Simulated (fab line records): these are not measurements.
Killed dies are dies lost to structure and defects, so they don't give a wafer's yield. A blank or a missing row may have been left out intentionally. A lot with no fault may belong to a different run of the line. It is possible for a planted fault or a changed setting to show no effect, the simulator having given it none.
Which tool was responsible?	flow berkeley-cmos170	Sampling: 15 lots, 45 wafers, 5 of 331 route steps

WHAT THE GAUGES SHOWED, per wafer
UCB170_PVT_TW_MEAS_09.
lot	measured	on	PVT_TW
L646	day 6 23:24	film-metro-01	504.1 502.7 505.2
L648	day 7 08:29	film-metro-03	501.9 500.5 503.1
L647	day 7 08:46	film-metro-02	510.3 511.0 506.1
L649	day 7 16:29	film-metro-01	503.2 501.9 505.2
L652	day 7 16:28	film-metro-03	500.6 501.0 502.5
L650	day 7 16:16	film-metro-01	503.1 504.1 500.6
L651	day 7 15:44	film-metro-02	507.0 506.4 508.5
L654	day 8 13:01	film-metro-03	504.2 503.3 503.1
L660	day 9 03:17	film-metro-02	504.8 503.8 506.8
L655	day 9 02:23	film-metro-02	503.4 503.1 507.0
L658	day 9 03:30	film-metro-01	501.3 505.9 502.9
L661	day 9 15:30	film-metro-01	502.1 503.6 504.3
L664	day 10 09:22	film-metro-03	500.4 499.9 498.6
L668	day 11 05:49	film-metro-01	504.1 502.0 505.2
L669	day 11 14:50	film-metro-03	504.6 503.9 503.3

UCB170_GATE_THK_MEAS_05.
lot	measured	on	GATE_POLY_THK (nm)
L646	day 7 09:27	film-metro-01	213.8 213.7 214.6
L648	day 7 19:02	film-metro-01	216.2 215.4 215.1
L647	day 7 19:02	film-metro-04	215.2 216.0 214.7
L649	day 8 03:44	film-metro-01	213.5 214.5 215.8
L652	day 8 03:47	film-metro-04	214.8 213.1 213.5
L650	day 8 03:45	film-metro-03	211.6 213.1 210.6
L651	day 8 03:43	film-metro-04	213.4 213.6 213.4
L654	day 9 07:20	film-metro-01	214.0 216.1 216.3
L660	day 9 21:19	film-metro-04	214.2 216.8 216.0
L655	day 9 21:19	film-metro-03	212.9 213.7 212.3
L658	day 9 21:17	film-metro-01	212.0 213.6 212.8
L661	day 10 07:54	film-metro-04	183.2 182.9 184.0
L664	day 11 02:00	film-metro-03	183.8 185.6 184.6
L668	day 11 17:35	film-metro-03	184.2 184.0 184.6
L669	day 12 04:32	film-metro-01	212.0 212.7 210.1

WHAT TOOL EACH LOT RAN ON (gives the tool, then ch and the chambers of the sampled wafers, and finally the start)
lot	UCB170_ACTIVE_STRIP_16	UCB170_PFIELD_STRIP_08	UCB170_GATE_CVD_04
L646	plasma-asher-01 ch 0,1, day 5 09:53	plasma-asher-02 ch 0,1, day 5 14:22	lpcvd-02 ch 0, day 7 08:01
L648	plasma-asher-04 ch 1, day 5 18:59	plasma-asher-02 ch 0,1, day 5 21:28	lpcvd-01 ch 0, day 7 17:38
L647	plasma-asher-01 ch 0,1, day 5 19:30	plasma-asher-01 ch 0,1, day 5 21:44	lpcvd-01 ch 0, day 7 17:38
L649	plasma-asher-01 ch 0,1, day 6 01:43	plasma-asher-02 ch 0,1, day 6 04:57	lpcvd-02 ch 0, day 8 02:19
L652	plasma-asher-03 ch 0,1, day 6 01:52	plasma-asher-02 ch 0,1, day 6 05:13	lpcvd-02 ch 0, day 8 02:19
L650	plasma-asher-01 ch 0,1, day 6 02:02	plasma-asher-01 ch 0,1, day 6 05:29	lpcvd-02 ch 1, day 8 02:19
L651	plasma-asher-03 ch 0,1, day 6 02:10	plasma-asher-03 ch 0,1, day 6 04:58	lpcvd-02 ch 0, day 8 02:19
L654	plasma-asher-01 ch 0,1, day 6 20:10	plasma-asher-01 ch 0,1, day 6 23:16	lpcvd-02 ch 1, day 9 05:55
L660	plasma-asher-04 ch 0, day 7 05:59	plasma-asher-03 ch 0,1, day 7 09:49	lpcvd-01 ch 1, day 9 19:51
L655	plasma-asher-03 ch 0,1, day 7 06:15	plasma-asher-02 ch 0,1, day 7 10:05	lpcvd-01 ch 1, day 9 19:51
L658	plasma-asher-04 ch 0,1, day 7 06:46	plasma-asher-02 ch 0,1, day 7 10:23	lpcvd-01 ch 1, day 9 19:51
L661	plasma-asher-01 ch 0,1, day 7 17:10	plasma-asher-01 ch 0, day 7 18:52	lpcvd-01 ch 1, day 10 06:30
L664	plasma-asher-03 ch 0,1, day 8 06:27	plasma-asher-01 ch 0,1, day 8 09:08	lpcvd-01 ch 1, day 11 00:36
L668	plasma-asher-01 ch 0,1, day 9 07:34	plasma-asher-03 ch 0,1, day 9 09:19	lpcvd-01 ch 1, day 11 16:11
L669	plasma-asher-01 ch 0,1, day 9 21:08	plasma-asher-01 ch 0,1, day 9 23:14	lpcvd-02 ch 1, day 12 03:08
- UCB170_ACTIVE_STRIP_16: strips in O2.
- UCB170_PFIELD_STRIP_08: strips in O2.
- UCB170_GATE_CVD_04: deposits poly-Si from SiH4, time 1440 s, target thk 214 nm.

WHAT THE TOOLS THEMSELVES READ (means of the sampled wafers that have a number; where no wafer has one, the mark that the record gives instead)
UCB170_ACTIVE_STRIP_16.
lot	tool	chamber-pressure-mTorr (mTorr)	drypump-motor-current-A (A)	o2-flow-sccm (sccm)	oes-product-au (a.u.)	strip-time-to-endpoint-s (s)
L646	plasma-asher-01	3499.6	5.7	399.6	0.723	18.08
L648	plasma-asher-04	3501.1	6.3	400.8	0.724	18.10
L647	plasma-asher-01	3502.3	5.9	400.2	0.720	18.18
L649	plasma-asher-01	3498.0	5.9	399.1	0.722	18.03
L652	plasma-asher-03	3501.2	5.8	401.2	0.718	18.09
L650	plasma-asher-01	3500.9	5.7	400.6	0.725	18.20
L651	plasma-asher-03	3499.1	5.8	400.7	0.719	18.11
L654	plasma-asher-01	3500.2	5.9	400.9	0.718	18.16
L660	plasma-asher-04	3500.9	5.7	399.9	0.723	18.05
L655	plasma-asher-03	3500.8	5.8	398.6	0.724	18.05
L658	plasma-asher-04	3498.9	5.9	399.0	0.721	18.02
L661	plasma-asher-01	3500.5	5.9	400.8	0.725	17.92
L664	plasma-asher-03	3502.2	5.8	400.5	0.718	18.08
L668	plasma-asher-01	3500.2	5.9	399.8	0.718	18.32
L669	plasma-asher-01	3497.7	5.9	401.7	0.712	18.13

UCB170_PFIELD_STRIP_08.
lot	tool	chamber-pressure-mTorr (mTorr)	drypump-motor-current-A (A)	o2-flow-sccm (sccm)	oes-product-au (a.u.)	strip-time-to-endpoint-s (s)
L646	plasma-asher-02	3505	6.1	399.5	0.739	21.70
L648	plasma-asher-02	3499	5.8	400.6	0.736	21.69
L647	plasma-asher-01	3502	5.9	399.1	0.729	21.68
L649	plasma-asher-02	3503	5.8	400.1	0.735	21.63
L652	plasma-asher-02	3497	5.8	400.6	0.737	21.63
L650	plasma-asher-01	3501	5.9	399.4	0.735	21.54
L651	plasma-asher-03	3499	5.9	400.5	0.736	21.65
L654	plasma-asher-01	3503	5.9	399.5	0.738	21.58
L660	plasma-asher-03	3500	5.8	399.9	0.737	21.67
L655	plasma-asher-02	3499	6.1	400.0	0.737	21.48
L658	plasma-asher-02	3500	6.1	400.6	0.728	21.47
L661	plasma-asher-01	3498	6.2	399.6	0.730	21.58
L664	plasma-asher-01	3497	5.9	400.6	0.732	21.60
L668	plasma-asher-03	3501	5.8	399.3	0.737	21.68
L669	plasma-asher-01	3502	6.0	400.8	0.731	21.48

THE ANSWER, worked out from the rows above alone
Rule: usual is defined by the lots themselves. The widest of any qualifying gaps counts: lots, ordered by their means at a reading, are off when they make up no more than a third of the lots, leave a main group of 4 or more, and stand apart from it by 3 or more times the standard deviation of that group's means. Not used: any main group whose means are identical at the precision the tables above print for the reading. A lot without any number at a reading at which 4 lots or more have one is off too. All remaining lots with rows at the step are treated as sound. First the gauges in route order, then the tools' own readings, where a lot's mean is used as printed above. At the first step where some lot is off, the reading lying furthest off is the one used; lots without a number count as furthest.
Off: L661, L664, L668, seen at UCB170_GATE_THK_MEAS_05 (GATE_POLY_THK). The main group has a mean of 213.9 nm with a standard deviation of 1.4.
A tool fits if, at a process step before that reading, it ran every lot that is off, and no sound lot after the first of them. Those tools and the gauges at UCB170_GATE_THK_MEAS_05 are tried in the same way. One fits: lpcvd-01 at UCB170_GATE_CVD_04. Its last sound lot is L655 (day 9 19:51), its first lot that is off L661 (day 10 06:30): a fault that began between those two fits.

WHAT WAS PUT IN BY THE SIMULATOR
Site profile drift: lpcvd-01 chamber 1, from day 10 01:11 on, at UCB170_GATE_CVD_04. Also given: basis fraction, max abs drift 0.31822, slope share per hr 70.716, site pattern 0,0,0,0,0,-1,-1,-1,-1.
Shown lots that were struck: L661, L664, L668. The rule given above showed the same thing.
